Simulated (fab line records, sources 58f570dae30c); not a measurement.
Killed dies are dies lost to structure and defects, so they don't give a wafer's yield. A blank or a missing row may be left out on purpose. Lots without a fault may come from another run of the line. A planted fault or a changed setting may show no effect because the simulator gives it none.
Which tool did it? | flow berkeley_cmos170 | 14 lots, 42 wafers sampled, at 6 steps of a route of 331

WHAT THE GAUGES READ, wafer by wafer
UCB170_CONTACT_CD_MEAS_15: target cd 700 nm. Usual: cd_nm 699.6 nm, standard deviation 1.2.
lot  | measured     | on        | cd_nm (nm)        | flag
L499 | day 8 13:16  | cd_sem-02 | 701.5 701.1 701.5 |
L498 | day 8 13:42  | cd_sem-02 | 699.3 698.6 699.3 |
L502 | day 9 07:46  | cd_sem-02 | 699.0 699.4 699.8 |
L501 | day 9 08:34  | cd_sem-02 | 701.4 700.2 700.9 |
L504 | day 9 08:56  | cd_sem-02 | 698.9 701.0 699.9 |
L505 | day 10 01:10 | cd_sem-01 | 700.1 700.1 702.2 |
L506 | day 10 01:31 | cd_sem-01 | 696.5 697.0 698.0 |
L507 | day 10 01:50 | cd_sem-02 | 699.2 699.7 697.7 |
L511 | day 10 14:30 | cd_sem-02 | 700.0 701.2 700.1 |
L513 | day 11 06:53 | cd_sem-02 | 698.9 699.6 697.2 |
L515 | day 11 09:05 | cd_sem-02 | 700.4 701.5 701.8 |
L516 | day 11 09:22 | cd_sem-02 | 698.7 699.0 699.8 |
L517 | day 12 11:14 | cd_sem-02 | 701.5 700.8 699.1 |
L520 | day 12 18:54 | cd_sem-02 | 698.6 699.9 699.3 |

UCB170_V1_CD_MEAS_90: target cd 700 nm. Usual: cd_nm 699.4 nm, standard deviation 1.4.
lot  | measured     | on        | cd_nm (nm)        | flag
L499 | day 8 21:22  | cd_sem-02 | 699.3 698.7 698.2 |
L498 | day 9 00:08  | cd_sem-02 | 698.2 697.9 698.4 |
L502 | day 9 18:27  | cd_sem-02 | 700.6 697.9 698.7 |
L501 | day 9 21:36  | cd_sem-01 | 699.7 699.7 701.1 |
L504 | day 9 21:59  | cd_sem-02 | 698.4 698.8 698.8 |
L505 | day 10 09:37 | cd_sem-01 | 697.7 698.3 698.5 |
L506 | day 10 13:42 | cd_sem-01 | 699.4 699.3 699.5 |
L507 | day 10 14:34 | cd_sem-01 | 698.4 699.1 699.9 |
L511 | day 10 23:28 | cd_sem-02 | 702.6 701.0 702.9 |
L513 | day 11 13:24 | cd_sem-02 | 701.1 700.9 700.4 |
L515 | day 11 19:03 | cd_sem-02 | 700.7 700.8 701.3 |
L516 | day 11 19:17 | cd_sem-02 | 698.8 698.7 700.6 |
L517 | day 12 19:00 | cd_sem-02 | 697.7 697.6 699.0 |
L520 | day 13 02:09 | cd_sem-01 | 697.8 697.2 697.4 |

UCB170_M2_RS_MEAS_02: measures by four-point-probe. Usual: M2_AL_RS 0.03219 ohm/sq, standard deviation 0.00028.
lot  | measured     | on            | M2_AL_RS (ohm/sq)       | flag
L499 | day 8 21:38  | film_metro-04 | 0.03198 0.03191 0.03188 |
L498 | day 9 00:28  | film_metro-01 | 0.03246 0.03242 0.03194 |
L502 | day 9 18:43  | film_metro-01 | 0.03247 0.03263 0.03215 |
L501 | day 9 21:52  | film_metro-01 | 0.03209 0.03245 0.03212 |
L504 | day 9 22:15  | film_metro-02 | 0.02967 0.02969 0.02954 | OFF
L505 | day 10 09:53 | film_metro-02 | 0.03223 0.03218 0.03232 |
L506 | day 10 13:58 | film_metro-01 | 0.02932 0.02973 0.02984 | OFF
L507 | day 10 14:50 | film_metro-01 | 0.03267 0.03288 0.03244 |
L511 | day 10 23:44 | film_metro-02 | 0.03205 0.032 0.03205   |
L513 | day 11 13:40 | film_metro-01 | 0.03234 0.03197 0.032   |
L515 | day 11 19:19 | film_metro-02 | 0.03177 0.03175 0.03189 |
L516 | day 11 19:34 | film_metro-01 | 0.03212 0.03193 0.03219 |
L517 | day 12 19:16 | film_metro-02 | 0.0318 0.03183 0.03182  |
L520 | day 13 02:25 | film_metro-04 | 0.03216 0.03223 0.03201 |

UCB170_M2_THK_MEAS_03: measures by xrf. Usual: M2_AL_THK 897 nm, standard deviation 11.
lot  | measured     | on            | M2_AL_THK (nm) | flag
L499 | day 8 21:44  | film_metro-04 | 921 919 922    |
L498 | day 9 00:34  | film_metro-01 | 892 891 908    |
L502 | day 9 18:49  | film_metro-01 | 891 888 897    |
L501 | day 9 21:59  | film_metro-01 | 907 893 902    |
L504 | day 9 22:22  | film_metro-02 | 970 969 970    | OFF
L505 | day 10 10:00 | film_metro-02 | 883 882 878    |
L506 | day 10 14:05 | film_metro-01 | 991 977 974    | OFF
L507 | day 10 14:55 | film_metro-01 | 888 881 896    |
L511 | day 10 23:51 | film_metro-02 | 885 889 890    |
L513 | day 11 13:47 | film_metro-01 | 898 905 909    |
L515 | day 11 19:25 | film_metro-02 | 899 907 901    |
L516 | day 11 19:40 | film_metro-01 | 899 902 898    |
L517 | day 12 19:23 | film_metro-02 | 900 896 898    |
L520 | day 13 02:31 | film_metro-04 | 914 909 910    |

WHICH TOOL RAN EACH LOT (tool, then ch and the chambers of the sampled wafers, then the start)
lot  | UCB170_M1_ETCH_11                  | UCB170_M2_SPUTTER_01
L499 | rie_diel-02 ch 0,1,3, day 8 16:16  | pvd_sputter-02, day 8 21:30
L498 | rie_diel-04 ch 0,3, day 8 17:17    | pvd_sputter-02, day 9 00:18
L502 | rie_diel-02 ch 1,2,3, day 9 12:05  | pvd_sputter-02, day 9 18:35
L501 | rie_diel-04 ch 0,2,3, day 9 15:04  | pvd_sputter-01, day 9 21:47
L504 | rie_diel-03 ch 0,1,2, day 9 15:11  | pvd_sputter-02, day 9 22:10
L505 | rie_diel-03 ch 0,1,3, day 10 04:54 | pvd_sputter-01, day 10 09:48
L506 | rie_diel-03 ch 0,2,3, day 10 05:10 | pvd_sputter-02, day 10 13:52
L507 | rie_diel-02 ch 0,3, day 10 05:08   | pvd_sputter-01, day 10 14:41
L511 | rie_diel-02 ch 0,2,3, day 10 17:05 | pvd_sputter-01, day 10 23:38
L513 | rie_diel-03 ch 0,1,3, day 11 09:18 | pvd_sputter-04, day 11 13:35
L515 | rie_diel-02 ch 0,1, day 11 11:20   | pvd_sputter-04, day 11 19:11
L516 | rie_diel-04 ch 0,3, day 11 11:41   | pvd_sputter-01, day 11 19:26
L517 | rie_diel-02 ch 0,1,2, day 12 13:26 | pvd_sputter-04, day 12 19:11
L520 | rie_diel-02 ch 1,2, day 12 21:00   | pvd_sputter-01, day 13 02:16
- UCB170_M1_ETCH_11: etches BARC in N2/H2.
- UCB170_M2_SPUTTER_01: material Al, target thk 900 nm, time 120 s.

WHAT THE TOOLS THEMSELVES READ (means of the sampled wafers that have a number; where no wafer has one, the mark that the record gives instead)
UCB170_M1_ETCH_11. Usual: drypump_motor_current_A 5.7 A, standard deviation 0.46; oes_product_au 1.007 a.u., standard deviation 0.018; throttle_valve_pct 13.37 %, standard deviation 0.16.
lot  | tool        | drypump_motor_current_A (A) | oes_product_au (a.u.) | throttle_valve_pct (%) | flag
L499 | rie_diel-02 | 5.6                         | 1.000                 | 13.37                  |
L498 | rie_diel-04 | 5.5                         | 1.009                 | 13.38                  |
L502 | rie_diel-02 | 6.0                         | 1.004                 | 13.31                  |
L501 | rie_diel-04 | 5.5                         | 1.015                 | 13.41                  |
L504 | rie_diel-03 | 5.4                         | 1.003                 | 13.28                  |
L505 | rie_diel-03 | 5.7                         | 1.014                 | 13.38                  |
L506 | rie_diel-03 | 5.7                         | 1.014                 | 13.44                  |
L507 | rie_diel-02 | 5.3                         | 0.996                 | 13.42                  |
L511 | rie_diel-02 | 5.7                         | 0.984                 | 13.37                  |
L513 | rie_diel-03 | 5.7                         | 1.014                 | 13.37                  |
L515 | rie_diel-02 | 5.5                         | 1.024                 | 13.48                  |
L516 | rie_diel-04 | 5.5                         | 1.010                 | 13.39                  |
L517 | rie_diel-02 | 5.7                         | 0.996                 | 13.47                  |
L520 | rie_diel-02 | 6.1                         | 0.992                 | 13.41                  |

UCB170_M2_SPUTTER_01. Usual: chamber_pressure_pa 0.5000 Pa, standard deviation 0.00097; throttle_valve_pct 30.1 %, standard deviation 1.1.
lot  | tool           | chamber_pressure_pa (Pa) | throttle_valve_pct (%) | flag
L499 | pvd_sputter-02 | 0.5003                   | 30.6                   |
L498 | pvd_sputter-02 | 0.5009                   | 31.3                   |
L502 | pvd_sputter-02 | 0.4996                   | 30.4                   |
L501 | pvd_sputter-01 | 0.4995                   | 28.6                   |
L504 | pvd_sputter-02 | 0.4994                   | 31.0                   |
L505 | pvd_sputter-01 | 0.5002                   | 30.5                   |
L506 | pvd_sputter-02 | 0.4995                   | 30.7                   |
L507 | pvd_sputter-01 | 0.4994                   | 29.2                   |
L511 | pvd_sputter-01 | 0.4992                   | 29.1                   |
L513 | pvd_sputter-04 | 0.4999                   | 30.6                   |
L515 | pvd_sputter-04 | 0.5007                   | 31.3                   |
L516 | pvd_sputter-01 | 0.5005                   | 30.1                   |
L517 | pvd_sputter-04 | 0.5000                   | 29.4                   |
L520 | pvd_sputter-01 | 0.5000                   | 29.7                   |

THE ANSWER, worked out from the rows above alone
Rule: a lot is off if the mean of its wafers that have a number lies more than 3 standard deviations from the usual mean. A lot without any number at a reading at which 4 lots or more have one is off too. The other lots that the step has rows for count as sound. The gauges are gone through in route order, then the tools' own readings, and for those a lot's mean is taken as printed above. The first step at which some lot is off is used, and at that step the reading that is off furthest; a lot without a number counts as furthest.
Off: L504, L506, at UCB170_M2_RS_MEAS_02 (M2_AL_RS).
A tool fits if, at a process step before that reading, it ran every lot that is off, and no sound lot after the first of them. The gauges at UCB170_M2_RS_MEAS_02 are tried like those tools. One fits: pvd_sputter-02 at UCB170_M2_SPUTTER_01. Its last sound lot is L502 (day 9 18:35), its first lot that is off L504 (day 9 22:10): a fault that began between those two fits.

WHAT THE SIMULATOR HAD PUT IN
Process parameter drift: pvd_sputter-02, from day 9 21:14 on, at UCB170_M2_SPUTTER_01. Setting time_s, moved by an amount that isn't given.
Lots struck among those shown: L504, L506. The rule above found the same.
